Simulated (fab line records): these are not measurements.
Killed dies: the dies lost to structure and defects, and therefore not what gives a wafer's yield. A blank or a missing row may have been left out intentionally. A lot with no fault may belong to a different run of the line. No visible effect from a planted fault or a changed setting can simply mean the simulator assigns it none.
Lot-split experiment | flow ritCmos | 5 lots, 23 wafers read, on a route of 202 steps

## ABOUT THE SPLIT
At RIT_NWELL_IMPLANT_08, the setting doseCm2 was moved away from the recipe's 5e+13 on 10 of the 23 wafers read, by +2.2% to +5.0%. This setting was run at the recipe's value on the other wafers.

## FROM THE SPLIT TO THE READING: what the file shows between them, 4 steps
- RIT_PWELL_SOFTBAKE_02: time 60 s (also split here: tempC)
- RIT_PWELL_IMPLANT_08 (also split here: energyKev)
- RIT_PWELL_STRIP_09: strips in O2, time 180 s
- RIT_WELLDRIVE_ANNEAL_00: time 14700 s

## THE READING
NWELL_RS in ohm/sq, measured at RIT_WELLDRIVE_RS_MEAS_01 by four-point-probe. On this fab line, fault-free wafers typically give 275.5 ohm/sq with a standard deviation of 0.89 ohm/sq.

wafer  | tool, chamber at the split | doseCm2 as run | against the recipe | NWELL_RS, ohm/sq | against lot-mates on the recipe
L078.2 | implanter-02, 0            | 5e+13          | recipe             | 275.3            | -
L078.3 | implanter-02, 0            | 5.11e+13       | +2.2%              | 271.7            | -3.4
L078.4 | implanter-02, 0            | 5e+13          | recipe             | 275.1            | -
L078.5 | implanter-02, 0            | 5.11e+13       | +2.2%              | 269.7            | -5.4
L078.6 | implanter-02, 0            | 5e+13          | recipe             | 274.8            | -
L080.1 | implanter-03, 0            | 5e+13          | recipe             | 274.6            | -
L080.4 | implanter-03, 0            | 5e+13          | recipe             | 276.2            | -
L080.5 | implanter-03, 0            | 5e+13          | recipe             | 275.8            | -
L081.1 | implanter-02, 0            | 5e+13          | recipe             | 276.4            | -
L081.2 | implanter-02, 0            | 5.251e+13      | +5.0%              | 268.7            | -7.7
L081.3 | implanter-02, 0            | 5.251e+13      | +5.0%              | 267.5            | -8.9
L081.4 | implanter-02, 0            | 5.251e+13      | +5.0%              | 268.2            | -8.2
L081.5 | implanter-02, 0            | 5e+13          | recipe             | 276.4            | -
L082.1 | implanter-01, 0            | 5e+13          | recipe             | 276.4            | -
L082.2 | implanter-01, 0            | 5e+13          | recipe             | 276.4            | -
L082.4 | implanter-01, 0            | 5.109e+13      | +2.2%              | 273.2            | -3.5
L082.5 | implanter-01, 0            | 5e+13          | recipe             | 277.4            | -
L082.6 | implanter-01, 0            | 5.109e+13      | +2.2%              | 272.1            | -4.6
L085.1 | implanter-03, 0            | 5.165e+13      | +3.3%              | 270.5            | -5.0
L085.2 | implanter-03, 0            | 5e+13          | recipe             | 275.8            | -
L085.4 | implanter-03, 0            | 5.165e+13      | +3.3%              | 270.3            | -5.2
L085.5 | implanter-03, 0            | 5.165e+13      | +3.3%              | 269.7            | -5.8
L085.6 | implanter-03, 0            | 5e+13          | recipe             | 275.1            | -

FIT RESULTS
A straight line over all 23 wafers: NWELL_RS changes by -1.6 ohm/sq for each +1% of doseCm2; r = -0.96; the points scatter about the line by 0.91 ohm/sq.
The same after taking each lot's own level away (the mean of its wafers on the recipe; 23 wafers): -1.66 ohm/sq for each +1%; r = -0.98; scatter 0.6 ohm/sq.
According to that fit, moving doseCm2 by its largest amount changes the reading by 8.3 ohm/sq.
Measured against the standard deviation above, the lots' own levels, which go from 275.07 to 276.73 ohm/sq, span 1.9 times it.
Consequently the slope shifts little with the lot-to-lot level, the two slopes agreeing.
Check: with one of the wafers moved furthest among these (+5.0%) left out of the fit, the line predicts -8.58 ohm/sq for it against its lot-mates. It came out at -7.7 ohm/sq against them.

## THE OTHER SPLITS THESE WAFERS WENT THROUGH
Before the reading, these wafers also passed through other splits. Each is held against what the fit with the lots' levels taken away leaves over:
other split on the same wafers   | wafers away from the commonest value | r with NWELL_RS (lot level and that fit taken away)
RIT_ACTIVE_CVD_03 pressureMtorr  | 15                                   | +0.13
RIT_ACTIVE_EXPOSE_08 doseMj      | 9                                    | -0.27
RIT_ACTIVE_ETCH_13 pressureMtorr | 5                                    | -0.11
RIT_FOX2_OXIDATION_00 oxTimeS    | 15                                   | -0.15
RIT_PWELL_SOFTBAKE_02 tempC      | 5                                    | -0.20
RIT_PWELL_IMPLANT_08 energyKev   | 9                                    | -0.21

## THE FILE'S OWN FIT
NWELL_RS changes by -1.7 ohm/sq for each +1% of doseCm2, r = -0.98.
